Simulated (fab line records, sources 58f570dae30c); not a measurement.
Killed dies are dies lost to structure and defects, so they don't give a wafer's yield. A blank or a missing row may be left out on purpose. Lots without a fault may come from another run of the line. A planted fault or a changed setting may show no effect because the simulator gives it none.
Split-lot experiment | flow berkeley_cmos170 | 5 lots, 23 wafers read, on a route of 331 steps

THE SPLIT
At UCB170_ZERO_ETCH_06 (etches SiO2 in CHF3/CF4/Ar, time 12 s), the setting over_etch_frac was moved away from the recipe's 1.58 on 11 of the 23 wafers read, by -23.5% to +27.9%. The other wafers ran this setting at the recipe's value.

The reading is taken at the split's own step.

THE READING
oes_product_au, in a.u., at UCB170_ZERO_ETCH_06 (etches SiO2 in CHF3/CF4/Ar, time 12 s). Fault-free wafers of this fab line usually give 0.618 a.u., standard deviation 0.0059 a.u..

wafer  | tool, chamber at the split | over_etch_frac as run | against the recipe | oes_product_au, a.u. | against lot-mates on the recipe
L075.2 | rie_diel-02, 3             | 1.58                  | recipe             | 0.615                | -
L075.3 | rie_diel-02, 1             | 1.266                 | -19.9%             | 0.651                | +0.032
L075.4 | rie_diel-02, 0             | 1.266                 | -19.9%             | 0.659                | +0.040
L075.5 | rie_diel-02, 2             | 1.58                  | recipe             | 0.624                | -
L075.6 | rie_diel-02, 1             | 1.266                 | -19.9%             | 0.655                | +0.036
L078.1 | rie_diel-03, 3             | 1.208                 | -23.5%             | 0.659                | +0.043
L078.2 | rie_diel-03, 2             | 1.208                 | -23.5%             | 0.662                | +0.046
L078.3 | rie_diel-03, 1             | 1.58                  | recipe             | 0.620                | -
L078.4 | rie_diel-03, 0             | 1.58                  | recipe             | 0.611                | -
L078.5 | rie_diel-03, 0             | 1.58                  | recipe             | 0.617                | -
L080.1 | rie_diel-02, 3             | 1.58                  | recipe             | 0.623                | -
L080.2 | rie_diel-02, 2             | 1.58                  | recipe             | 0.625                | -
L080.3 | rie_diel-02, 0             | 1.454                 | -8.0%              | 0.639                | +0.015
L080.5 | rie_diel-02, 3             | 1.454                 | -8.0%              | 0.636                | +0.012
L080.6 | rie_diel-02, 0             | 1.454                 | -8.0%              | 0.636                | +0.012
L081.1 | rie_diel-03, 3             | 1.58                  | recipe             | 0.620                | -
L081.2 | rie_diel-03, 2             | 2.021                 | +27.9%             | 0.578                | -0.037
L081.3 | rie_diel-03, 1             | 2.021                 | +27.9%             | 0.575                | -0.040
L081.5 | rie_diel-03, 1             | 2.021                 | +27.9%             | 0.577                | -0.038
L081.6 | rie_diel-03, 2             | 1.58                  | recipe             | 0.611                | -
L082.1 | rie_diel-02, 2             | 1.58                  | recipe             | 0.608                | -
L082.2 | rie_diel-02, 3             | 1.58                  | recipe             | 0.623                | -
L082.6 | rie_diel-02, 2             | 1.58                  | recipe             | 0.628                | -

THE FIT
A straight line over all 23 wafers: oes_product_au changes by -0.00166 a.u. for each +1% of over_etch_frac; r = -0.98; the points scatter about the line by 0.0053 a.u..
The same after taking each lot's own level away (the mean of its wafers on the recipe; 23 wafers): -0.00159 a.u. for each +1%; r = -0.98; scatter 0.0051 a.u..
On that fit, the largest move of over_etch_frac shifts the reading by 0.044 a.u..
The lots' own levels span 0.6155 to 0.6240 a.u., that is 1.4 times the standard deviation above.
So the lot-to-lot level changes the slope little: the two slopes agree.
Check: with one of the wafers moved furthest among these (+27.9%) left out of the fit, the line predicts -0.0442 a.u. for it against its lot-mates. It came out at -0.0375 a.u. against them.
Tool readings at the split's step, against how far the setting was moved: oes_product_au r = -0.98.

THE FILE'S OWN FIT
oes_product_au changes by -0.00165 a.u. for each +1% of over_etch_frac, r = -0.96.
